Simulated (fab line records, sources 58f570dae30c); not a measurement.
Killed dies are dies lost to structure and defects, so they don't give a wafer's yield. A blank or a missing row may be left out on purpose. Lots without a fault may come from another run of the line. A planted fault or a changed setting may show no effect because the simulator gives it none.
fab line records | flow berkeley_cmos170 | part 1 of 2: steps 1 to 29 of 41
record lots=5 wafers=15 last_day=13
route steps=331 shown SDANNEAL@205 PSD@206 NSD@207 PLDD@208 NLDD@209 SILICIDE@210 CONTACT@216 M1@238
lots that met no fault: from a run of the same line without faults
start_h: hours from the record's first day to the start of the lot's first wafer shown | wait_h: hours since the lot's step before | " the same as in the row above | L1.1+2: a row that stands for several wafers | - no value, or no start given | * or withheld: withheld | < > ~ a bound
route shown NAME@n: a module of which the file shows steps, and the number in the route of the first | usual: mean/standard deviation of fault-free wafers | same: alike in all rows | chamber/n: place in a boat | sites: the reading at each site | _std_site: their standard deviation | _edge_site: outer sites' mean less inner sites' | radius_mm: how far each site lies from the wafer's centre | mask NAME#n: copy n | behind: the tool/chamber that last shaped the wafer | hold: why the lot was held/for how many hours/how that ended | device: the transistor (n, p or np) that didn't switch | end of line: the same wafers' tests at the end of the route | a step without rows: its recipe alone | killed: dies lost to structure and defects at the first sort, not the wafer's yield | map: a wafer's dies, x killed, . not, _ none there
set.NAME: the setting as run; set.NAME@STEP: as run at that earlier step | model.NAME: the simulator's own value behind a step, which no gauge read
lots at some steps of the route; a table a step, a row a wafer
services: from which hour (start_h, from the record's first day; less than 0 if before it) a tool's chamber was out of use, for how many hours, and why
## steps
# step UCB170_SDANNEAL_RTA_01
# recipe temp_c=1050 time_s=5 ambient=N2
# usual lamp_power_pct=39.9/0.67 wafer_temp_C_max=1055.6/2.1
# columns lot.wafer tool chamber start_h wait_h lamp_power_pct wafer_temp_C_max
L074.2 rtp_anneal-02 0 170.26 0.1 39.3 1056.7
L074.3 " 0 " " 39.3 1057.0
L074.4 " 0 " " 39.3 1059.8
L075.2 rtp_anneal-01 0 170.48 0.1 40.6 1054.2
L075.3 " 0 " " 40.6 1053.3
L075.6 " 0 " " 40.7 1053.9
L097.3 rtp_anneal-02 0 272.04 0.1 39.3 1057.3
L097.4 " 0 " " 39.3 1059.8
L097.5 " 0 " " 39.3 1058.2
L095.4 rtp_anneal-01 0 272.39 0.1 40.7 1054.3
L095.5 " 0 " " 40.6 1052.8
L095.6 " 0 " " 40.7 1053.3
L096.2 rtp_anneal-02 0 286.24 0.1 39.4 1056.0
L096.3 " 0 " " 39.3 1055.7
L096.6 " 0 " " 39.3 1057.5
# step UCB170_SDANNEAL_RS_MEAS_02
# recipe thk_meas_gauge=four-point-probe
# usual PSD_RS=75.6/0.34
# columns lot.wafer tool chamber start_h wait_h PSD_RS[ohm/sq]
L074.2 film_metro-03 - 170.33 0.1 75.0
L074.3 " - " " 75.3
L074.4 " - " " 75.1
L075.2 film_metro-01 - 170.55 0.1 75.6
L075.3 " - " " 75.1
L075.6 " - " " 75.3
L097.3 film_metro-03 - 272.12 0.1 75.4
L097.4 " - " " 75.3
L097.5 " - " " 75.5
L095.4 film_metro-01 - 272.48 0.1 75.5
L095.5 " - " " 75.4
L095.6 " - " " 75.4
L096.2 film_metro-02 - 286.31 0.1 75.3
L096.3 " - " " 75.8
L096.6 " - " " 75.4
# step UCB170_SDANNEAL_RS_MEAS_03
# recipe thk_meas_gauge=four-point-probe
# usual NSD_RS=37.12/0.076
# columns lot.wafer tool chamber start_h wait_h NSD_RS[ohm/sq]
L074.2 film_metro-03 - 170.45 0.1 37.18
L074.3 " - " " 37.22
L074.4 " - " " 37.18
L075.2 film_metro-01 - 170.67 0.1 37.02
L075.3 " - " " 37.07
L075.6 " - " " 37.05
L097.3 film_metro-03 - 272.24 0.1 37.06
L097.4 " - " " 37.19
L097.5 " - " " 37.09
L095.4 film_metro-01 - 272.60 0.1 37.15
L095.5 " - " " 37.13
L095.6 " - " " 37.24
L096.2 film_metro-02 - 286.43 0.1 37.10
L096.3 " - " " 37.21
L096.6 " - " " 37.10
# step UCB170_SDANNEAL_RS_MEAS_04
# recipe thk_meas_gauge=four-point-probe
# usual PLDD_RS=1032.1/2.5
# columns lot.wafer tool chamber start_h wait_h PLDD_RS[ohm/sq]
L074.2 film_metro-03 - 170.57 0.1 1031.8
L074.3 " - " " 1032.1
L074.4 " - " " 1033.7
L075.2 film_metro-01 - 170.79 0.1 1030.7
L075.3 " - " " 1031.9
L075.6 " - " " 1034.8
L097.3 film_metro-03 - 272.36 0.1 1031.8
L097.4 " - " " 1031.3
L097.5 " - " " 1031.3
L095.4 film_metro-01 - 272.72 0.1 1031.7
L095.5 " - " " 1031.7
L095.6 " - " " 1033.6
L096.2 film_metro-02 - 286.55 0.1 1030.6
L096.3 " - " " 1031.6
L096.6 " - " " 1031.7
# step UCB170_SDANNEAL_RS_MEAS_05
# recipe thk_meas_gauge=four-point-probe
# usual NLDD_RS=619.0/1.5
# columns lot.wafer tool chamber start_h wait_h NLDD_RS[ohm/sq]
L074.2 film_metro-03 - 170.69 0.1 619.1
L074.3 " - " " 618.6
L074.4 " - " " 618.8
L075.2 film_metro-01 - 170.91 0.1 619.7
L075.3 " - " " 619.7
L075.6 " - " " 618.9
L097.3 film_metro-03 - 272.48 0.1 618.7
L097.4 " - " " 619.4
L097.5 " - " " 618.3
L095.4 film_metro-01 - 272.84 0.1 620.0
L095.5 " - " " 621.6
L095.6 " - " " 621.7
L096.2 film_metro-02 - 286.67 0.1 620.3
L096.3 " - " " 619.4
L096.6 " - " " 618.6
# step UCB170_SILICIDE_PRE_CLEAN_00
# recipe gas=Ar preclean_etch_time_s=60
# columns lot.wafer tool chamber start_h wait_h
L074.2+3+4 pvd_sputter-03 - 170.79 0.1
L075.2+3+6 pvd_sputter-02 - 171.01 0.1
L097.3+4+5 pvd_sputter-02 - 272.56 0.1
L095.4+5+6 pvd_sputter-01 - 272.90 0.0
L096.2+3+6 pvd_sputter-02 - 286.77 0.1
# step UCB170_SILICIDE_SPUTTER_01
# recipe material=Ti target_thk_nm=30 time_s=25 power_w=1500 chamber_pressure_pa=0.5
# usual throttle_valve_pct=29.9/1
# columns lot.wafer tool chamber start_h wait_h throttle_valve_pct
L074.2 pvd_sputter-03 - 170.86 0.0 31.2
L074.3 " - " " 28.8
L074.4 " - " " 29.9
L075.2 pvd_sputter-02 - 171.08 0.0 29.0
L075.3 " - " " 31.2
L075.6 " - " " 29.6
L097.3 pvd_sputter-02 - 272.62 0.0 31.2
L097.4 " - " " 29.4
L097.5 " - " " 29.5
L095.4 pvd_sputter-01 - 272.97 0.0 29.7
L095.5 " - " " 30.0
L095.6 " - " " 30.1
L096.2 pvd_sputter-02 - 286.84 0.0 31.2
L096.3 " - " " 29.5
L096.6 " - " " 29.3
# step UCB170_SILICIDE_RS_MEAS_02
# recipe thk_meas_gauge=four-point-probe reads=Ti_of_SILICIDE_SPUTTER_01
# usual SILICIDE_TI_RS=26.3/0.39
# columns lot.wafer tool chamber start_h wait_h SILICIDE_TI_RS[ohm/sq]
L074.2 film_metro-04 - 170.91 0.0 26.8
L074.3 " - " " 27.1
L074.4 " - " " 26.9
L075.2 film_metro-01 - 171.13 0.0 26.2
L075.3 " - " " 26.3
L075.6 " - " " 25.8
L097.3 film_metro-03 - 272.69 0.1 26.1
L097.4 " - " " 25.8
L097.5 " - " " 26.0
L095.4 film_metro-03 - 273.06 0.1 25.5
L095.5 " - " " 25.8
L095.6 " - " " 26.0
L096.2 film_metro-03 - 286.89 0.0 26.7
L096.3 " - " " 26.4
L096.6 " - " " 26.6
# step UCB170_SILICIDE_THK_MEAS_03
# recipe thk_meas_gauge=xrf reads=Ti_of_SILICIDE_SPUTTER_01
# usual SILICIDE_TI_THK=30.1/0.41
# columns lot.wafer tool chamber start_h wait_h SILICIDE_TI_THK[nm]
L074.2 film_metro-04 - 171.02 0.1 29.6
L074.3 " - " " 29.3
L074.4 " - " " 29.6
L075.2 film_metro-01 - 171.24 0.1 30.3
L075.3 " - " " 30.3
L075.6 " - " " 30.7
L097.3 film_metro-03 - 272.79 0.1 30.2
L097.4 " - " " 30.5
L097.5 " - " " 30.4
L095.4 film_metro-03 - 273.15 0.1 30.8
L095.5 " - " " 30.4
L095.6 " - " " 30.4
L096.2 film_metro-03 - 287.00 0.1 29.6
L096.3 " - " " 30.0
L096.6 " - " " 29.8
# step UCB170_SILICIDE_RTA_04
# recipe temp_c=650 time_s=15 ambient=N2
# usual lamp_power_pct=11.12/0.19 wafer_temp_C_max=653.1/1.4
# columns lot.wafer tool chamber start_h wait_h lamp_power_pct wafer_temp_C_max
L074.2 rtp_anneal-02 0 171.08 0.1 10.90 654.7
L074.3 " 0 " " 10.92 655.3
L074.4 " 0 " " 10.92 654.1
L075.2 rtp_anneal-01 0 171.30 0.1 11.30 651.2
L075.3 " 0 " " 11.28 652.6
L075.6 " 0 " " 11.30 652.2
L097.3 rtp_anneal-01 0 272.86 0.1 11.30 652.0
L097.4 " 0 " " 11.29 651.6
L097.5 " 0 " " 11.30 652.1
L095.4 rtp_anneal-02 0 273.21 0.1 10.91 653.9
L095.5 " 0 " " 10.91 653.5
L095.6 " 0 " " 10.92 654.3
L096.2 rtp_anneal-01 0 287.06 0.1 11.30 652.1
L096.3 " 0 " " 11.31 651.9
L096.6 " 0 " " 11.30 651.1
# step UCB170_SILICIDE_WET_ETCH_05
# recipe chemistry=SPM time_s=45 temp_c=120 target=Ti
# columns lot.wafer tool chamber start_h wait_h
L074.2+3+4 wet_bench-01 1 171.15 0.1
L075.2+3+6 wet_bench-01 1 171.37 0.1
L097.3+4+5 wet_bench-02 1 272.91 0.0
L095.4+5+6 wet_bench-01 0 273.46 0.2
L096.2+3+6 wet_bench-04 2 287.12 0.1
# step UCB170_CONTACT_CLEAN_00
# recipe chemistry=SPM temp_c=120 time_s=600
# columns lot.wafer tool chamber start_h wait_h
L074.2+3+4 wet_bench-01 2 171.17 0.0
L075.2+3+6 wet_bench-01 2 171.39 0.0
L097.3+4+5 wet_bench-01 3 273.08 0.2
L095.4+5+6 wet_bench-01 1 273.50 0.0
L096.2+3+6 wet_bench-04 3 287.14 0.0
# step UCB170_CONTACT_CVD_01
# recipe material=PSG target_thk_nm=700 temp_c=450 precursor=SiH4/O2/PH3 time_s=2820 pressure_mtorr=300 sih4_flow_sccm=60 o2_flow_sccm=90 ph3_flow_sccm=25
# usual spike_tc_load_C=469/3.2
# columns lot.wafer tool chamber start_h wait_h spike_tc_load_C
L074.2 lpcvd-02 1 171.34 0.0 472
L074.3 " 1 " " 474
L074.4 " 1 " " 475
L075.2 lpcvd-01 1 171.56 0.0 467
L075.3 " 1 " " 464
L075.6 " 1 " " 467
L097.3 lpcvd-01 0 273.43 0.0 468
L097.4 " 0 " " 469
L097.5 " 0 " " 468
L095.4 lpcvd-02 1 274.26 0.4 472
L095.5 " 1 " " 473
L095.6 " 1 " " 474
L096.2 lpcvd-01 0 287.32 0.0 468
L096.3 " 0 " " 468
L096.6 " 0 " " 468
# step UCB170_CONTACT_THK_MEAS_02
# recipe reads=PSG_of_CONTACT_CVD_01
# usual CONTACT_PSG_THK=701/7.4
# columns lot.wafer tool chamber start_h wait_h CONTACT_PSG_THK[nm]
L074.2 film_metro-01 - 173.13 0.0 700
L074.3 " - " " 702
L074.4 " - " " 702
L075.2 film_metro-04 - 173.35 0.0 693
L075.3 " - " " 699
L075.6 " - " " 688
L097.3 film_metro-01 - 275.24 0.0 699
L097.4 " - " " 691
L097.5 " - " " 698
L095.4 film_metro-02 - 276.08 0.0 703
L095.5 " - " " 702
L095.6 " - " " 708
L096.2 film_metro-02 - 290.00 0.0 698
L096.3 " - " " 699
L096.6 " - " " 694
# step UCB170_CONTACT_HMDS_03
# recipe prime_time_s=60 prime_temp_c=100
# columns lot.wafer tool chamber start_h wait_h
L074.2+3+4 litho_track-04 0 173.21 0.1
L075.2+3+6 litho_track-03 0 173.83 0.5
L097.3+4+5 litho_track-04 0 275.60 0.3
L095.4+5+6 litho_track-01 0 276.18 0.1
L096.2+3+6 litho_track-04 0 290.08 0.1
# step UCB170_CONTACT_COAT_04
# recipe resist=KrF spin_rpm=1500 resist_thk_nm=900
# columns lot.wafer tool chamber start_h wait_h
L074.2+3+4 litho_track-04 0 173.36 0.1
L075.2+3+6 litho_track-03 0 173.98 0.1
L097.3+4+5 litho_track-04 0 275.75 0.1
L095.4+5+6 litho_track-01 0 276.33 0.1
L096.2+3+6 litho_track-04 0 290.23 0.1
# step UCB170_CONTACT_SOFTBAKE_05
# recipe resist=KrF temp_c=130 time_s=60
# columns lot.wafer tool chamber start_h wait_h
L074.2+3+4 litho_track-04 0 173.51 0.1
L075.2+3+6 litho_track-03 0 174.13 0.1
L097.3+4+5 litho_track-04 0 275.90 0.1
L095.4+5+6 litho_track-01 0 276.48 0.1
L096.2+3+6 litho_track-04 0 290.38 0.1
# step UCB170_CONTACT_STRIP_06
# recipe chemistry=O2 power_w=400 pressure_mtorr=3500 platen_temp_c=withheld o2_flow_sccm=400 overash_fraction=0.5
# usual drypump_motor_current_A=5.3/0.31 oes_product_au=0.735/0.0042 strip_time_to_endpoint_s=21.99/0.061
# columns lot.wafer tool chamber start_h wait_h drypump_motor_current_A oes_product_au rf_hours_counter_h strip_time_to_endpoint_s
L074.2 plasma_asher-03 0 173.63 0.1 4.9 0.730 39 21.93
L074.3 " 0 " " 4.9 0.734 - 21.95
L074.4 " 1 " " 5.7 0.736 - 22.00
L075.2 plasma_asher-04 0 174.25 0.1 5.5 0.741 6 21.90
L075.3 " 1 " " 5.5 0.731 - 21.89
L075.6 " 0 " " 5.5 0.740 - 21.95
L097.3 plasma_asher-04 1 276.03 0.1 5.5 0.729 - 21.91
L097.4 " 0 " " 5.5 0.733 - 21.90
L097.5 " 1 " " 5.5 0.736 - 21.79
L095.4 plasma_asher-03 1 276.59 0.1 5.7 0.730 - 21.93
L095.5 " 0 " " 4.9 0.735 - 21.97
L095.6 " 1 " " 5.7 0.730 - 21.95
L096.2 plasma_asher-03 1 290.50 0.1 5.7 0.740 53 21.99
L096.3 " 0 " " 4.9 0.727 - 22.06
L096.6 " 0 " " 4.9 0.738 - 22.07
# step UCB170_CONTACT_CLEAN_07
# recipe chemistry=SPM temp_c=120 time_s=600
# columns lot.wafer tool chamber start_h wait_h
L074.2+3+4 wet_bench-01 1 173.73 0.1
L075.2+3+6 wet_bench-02 2 174.35 0.1
L097.3+4+5 wet_bench-01 1 276.10 0.0
L095.4+5+6 wet_bench-04 2 276.80 0.2
L096.2+3+6 wet_bench-02 1 290.60 0.1
# step UCB170_CONTACT_RTA_08
# recipe temp_c=900 time_s=10 ambient=N2
# usual lamp_power_pct=25.9/0.43 wafer_temp_C_max=904.6/1.9
# columns lot.wafer tool chamber start_h wait_h lamp_power_pct wafer_temp_C_max
L074.2 rtp_anneal-02 0 173.92 0.0 25.4 905.4
L074.3 " 0 " " 25.5 907.5
L074.4 " 0 " " 25.4 908.3
L075.2 rtp_anneal-01 0 174.54 0.0 26.3 904.0
L075.3 " 0 " " 26.3 904.2
L075.6 " 0 " " 26.3 902.8
L097.3 rtp_anneal-02 0 276.47 0.0 25.5 905.9
L097.4 " 0 " " 25.5 906.0
L097.5 " 0 " " 25.5 905.9
L095.4 rtp_anneal-02 0 277.00 0.0 25.4 905.1
L095.5 " 0 " " 25.5 907.5
L095.6 " 0 " " 25.5 905.2
L096.2 rtp_anneal-02 0 290.79 0.0 25.5 907.1
L096.3 " 0 " " 25.4 904.2
L096.6 " 0 " " 25.5 905.9
# step UCB170_CONTACT_COAT_09
# recipe resist=BARC temp_c=withheld time_s=withheld spin_rpm=3000 resist_thk_nm=withheld
# columns lot.wafer tool chamber start_h wait_h
L074.2+3+4 litho_track-01 0 174.20 0.3
L075.2+3+6 litho_track-01 0 174.65 0.1
L097.3+4+5 litho_track-03 0 276.56 0.1
L095.4+5+6 litho_track-01 0 277.17 0.1
L096.2+3+6 litho_track-04 0 290.98 0.2
# step UCB170_CONTACT_COAT_10
# recipe resist=KrF spin_rpm=1500 resist_thk_nm=888.1
# columns lot.wafer tool chamber start_h wait_h
L074.2+3+4 litho_track-01 0 - -
L075.2+3+6 litho_track-01 0 - -
L097.3+4+5 litho_track-03 0 - -
L095.4+5+6 litho_track-01 0 - -
L096.2+3+6 litho_track-04 0 - -
# step UCB170_CONTACT_SOFTBAKE_11
# recipe resist=KrF temp_c=130 time_s=60
# columns lot.wafer tool chamber start_h wait_h
L074.2+3+4 litho_track-01 0 - -
L075.2+3+6 litho_track-01 0 - -
L097.3+4+5 litho_track-03 0 - -
L095.4+5+6 litho_track-01 0 - -
L096.2+3+6 litho_track-04 0 - -
# step UCB170_CONTACT_EXPOSE_12
# recipe mask_id=CONT target_cd_nm=700 na=0.5 sigma_outer=0.6 source_shape=conventional dose_mj=35
# usual focus_offset_nm=0.1/0.55
# columns lot.wafer tool chamber start_h wait_h mask focus_offset_nm
L074.2 krf_scanner-02 0 174.65 - CONT#0 0.0
L074.3 " 0 " " CONT#0 0.5
L074.4 " 0 " " CONT#0 0.6
L075.2 krf_scanner-01 0 175.22 - CONT#0 -0.8
L075.3 " 0 " " CONT#0 0.2
L075.6 " 0 " " CONT#0 -0.2
L097.3 krf_scanner-01 0 277.13 - CONT#0 0.3
L097.4 " 0 " " CONT#0 0.5
L097.5 " 0 " " CONT#0 0.0
L095.4 krf_scanner-02 0 277.72 - CONT#0 0.2
L095.5 " 0 " " CONT#0 0.1
L095.6 " 0 " " CONT#0 0.3
L096.2 krf_scanner-02 0 291.55 - CONT#0 0.0
L096.3 " 0 " " CONT#0 -0.3
L096.6 " 0 " " CONT#0 0.0
# step UCB170_CONTACT_PEB_13
# recipe peb_temp_c=130 peb_time_s=withheld resist=KrF
# columns lot.wafer tool chamber start_h wait_h
L074.2+3+4 litho_track-04 0 174.77 0.1
L075.2+3+6 litho_track-01 0 175.55 0.3
L097.3+4+5 litho_track-03 0 277.46 0.3
L095.4+5+6 litho_track-03 0 278.21 0.5
L096.2+3+6 litho_track-01 0 291.67 0.1
# step UCB170_CONTACT_DEVELOP_14
# recipe developer=TMAH develop_time_s=45 resist=KrF dev_temp_c=21
# usual developer_temp_C=21.00/0.1
# columns lot.wafer tool chamber start_h wait_h developer_temp_C
L074.2 litho_track-04 0 - - 21.06
L074.3 " 0 " " 21.12
L074.4 " 0 " " 21.09
L075.2 litho_track-01 0 - - 20.88
L075.3 " 0 " " 20.97
L075.6 " 0 " " 21.04
L097.3 litho_track-03 0 - - 20.92
L097.4 " 0 " " 20.96
L097.5 " 0 " " 20.93
L095.4 litho_track-03 0 - - 20.95
L095.5 " 0 " " 21.08
L095.6 " 0 " " 21.08
L096.2 litho_track-01 0 - - 21.07
L096.3 " 0 " " 20.98
L096.6 " 0 " " 21.16
# step UCB170_CONTACT_CD_MEAS_15
# recipe target_cd_nm=700
# usual cd_nm=699.8/1.4
# columns lot.wafer tool chamber start_h wait_h cd_nm
L074.2 cd_sem-01 - 175.04 - 703.7
L074.3 " - " " 702.2
L074.4 " - " " 703.1
L075.2 cd_sem-02 - 175.82 - 698.2
L075.3 " - " " 697.1
L075.6 " - " " 697.0
L097.3 cd_sem-02 - 277.73 - 699.9
L097.4 " - " " 700.4
L097.5 " - " " 701.3
L095.4 cd_sem-02 - 278.47 - 701.4
L095.5 " - " " 699.5
L095.6 " - " " 700.9
L096.2 cd_sem-02 - 291.94 - 699.9
L096.3 " - " " 698.6
L096.6 " - " " 699.5
# step UCB170_CONTACT_OVL_MEAS_16
# usual CONTACT_OVL=2/5.5
# columns lot.wafer tool chamber start_h wait_h CONTACT_OVL[nm]
L074.2 overlay-02 - 175.14 0.1 4
L074.3 " - " " 3
L074.4 " - " " -3
L075.2 overlay-02 - 175.93 0.1 2
L075.3 " - " " -2
L075.6 " - " " 2
L097.3 overlay-01 - 277.82 0.1 2
L097.4 " - " " -2
L097.5 " - " " 3
L095.4 overlay-02 - 278.55 0.1 6
L095.5 " - " " 11
L095.6 " - " " 2
L096.2 overlay-02 - 292.04 0.1 -9
L096.3 " - " " -1
L096.6 " - " " 3
# step UCB170_CONTACT_ETCH_17
# recipe chemistry=N2/H2 target_depth_a=withheld overetch_a=withheld target=BARC time_s=withheld source_w=500 bias_w=100 pressure_mtorr=30 n2_flow_sccm=100 h2_flow_sccm=200
# usual drypump_motor_current_A=5.7/0.59 oes_product_au=0.998/0.024 throttle_valve_pct=13.28/0.15
# columns lot.wafer tool chamber start_h wait_h drypump_motor_current_A oes_product_au throttle_valve_pct
L074.2 rie_diel-01 2 175.17 0.0 5.3 0.997 13.07
L074.3 " 1 " " 6.2 1.024 13.25
L074.4 " 3 " " 5.0 0.957 13.01
L075.2 rie_diel-03 2 175.96 0.0 6.3 1.010 13.25
L075.3 " 0 " " 6.3 1.034 13.32
L075.6 " 3 " " 5.0 0.965 13.31
L097.3 rie_diel-01 2 277.84 0.0 5.3 0.987 13.07
L097.4 " 0 " " 5.4 0.997 13.41
L097.5 " 2 " " 5.3 0.989 13.07
L095.4 rie_diel-04 3 278.59 0.0 4.8 0.964 13.41
L095.5 " 0 " " 5.6 0.998 13.16
L095.6 " 1 " " 5.6 0.975 13.31
L096.2 rie_diel-01 2 292.07 0.0 5.3 0.998 13.05
L096.3 " 3 " " 5.0 0.952 13.03
L096.6 " 2 " " 5.3 0.999 13.06
